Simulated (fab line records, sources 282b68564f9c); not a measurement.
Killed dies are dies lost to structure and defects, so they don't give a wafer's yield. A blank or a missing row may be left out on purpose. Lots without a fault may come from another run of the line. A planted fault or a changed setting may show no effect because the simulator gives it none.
Which tool did it? | flow rit_cmos | 7 lots, 21 wafers sampled, at 2 steps of a route of 202

WHAT THE GAUGES READ, wafer by wafer
RIT_CONTACT_CD_MEAS_08: target cd 1000 nm.
lot  | measured    | on        | cd_nm (nm)
L779 | day 3 08:55 | cd_sem-01 | 1002.8 1003.1 1002.9
L781 | day 3 20:28 | cd_sem-02 | 999.5 1001.0 999.5
L790 | day 5 16:58 | cd_sem-01 | 1000.5 999.9 1004.0
L794 | day 6 14:07 | cd_sem-02 | 998.5 998.0 997.4
L797 | day 7 06:35 | cd_sem-02 | 998.0 998.4 1000.6
L799 | day 7 12:59 | cd_sem-02 | 1000.7 1000.1 998.8
L801 | day 7 22:20 | cd_sem-02 | 998.9 994.7 997.3

WHICH TOOL RAN EACH LOT (tool, then ch and the chambers of the sampled wafers, then the start)
lot  | RIT_CONTACT_COAT_03
L779 | litho_track-03 ch 0, day 3 07:59
L781 | litho_track-04 ch 0, day 3 19:40
L790 | litho_track-02 ch 0, day 5 16:08
L794 | litho_track-04 ch 0, day 6 13:11
L797 | litho_track-04 ch 0, day 7 05:46
L799 | litho_track-03 ch 0, day 7 12:10
L801 | litho_track-04 ch 0, day 7 21:24
- RIT_CONTACT_COAT_03: resist thk 1000 nm.

THE ANSWER, worked out from the rows above alone
Rule: what is usual is taken from the lots themselves. Put in order of their means at a reading, lots are off if they are a third of the lots or fewer, leave a main group of 4 or more, and stand apart from it by a gap of 3 or more times the standard deviation of the main group's means; of several such gaps the widest counts. A main group whose means are all the same, to the digits that the tables above print for the reading, isn't used. A lot without any number at a reading at which 4 lots or more have one is off too. The other lots that the step has rows for count as sound.
No lot is off at any reading shown: from this, nothing can be told.

WHAT THE SIMULATOR HAD PUT IN
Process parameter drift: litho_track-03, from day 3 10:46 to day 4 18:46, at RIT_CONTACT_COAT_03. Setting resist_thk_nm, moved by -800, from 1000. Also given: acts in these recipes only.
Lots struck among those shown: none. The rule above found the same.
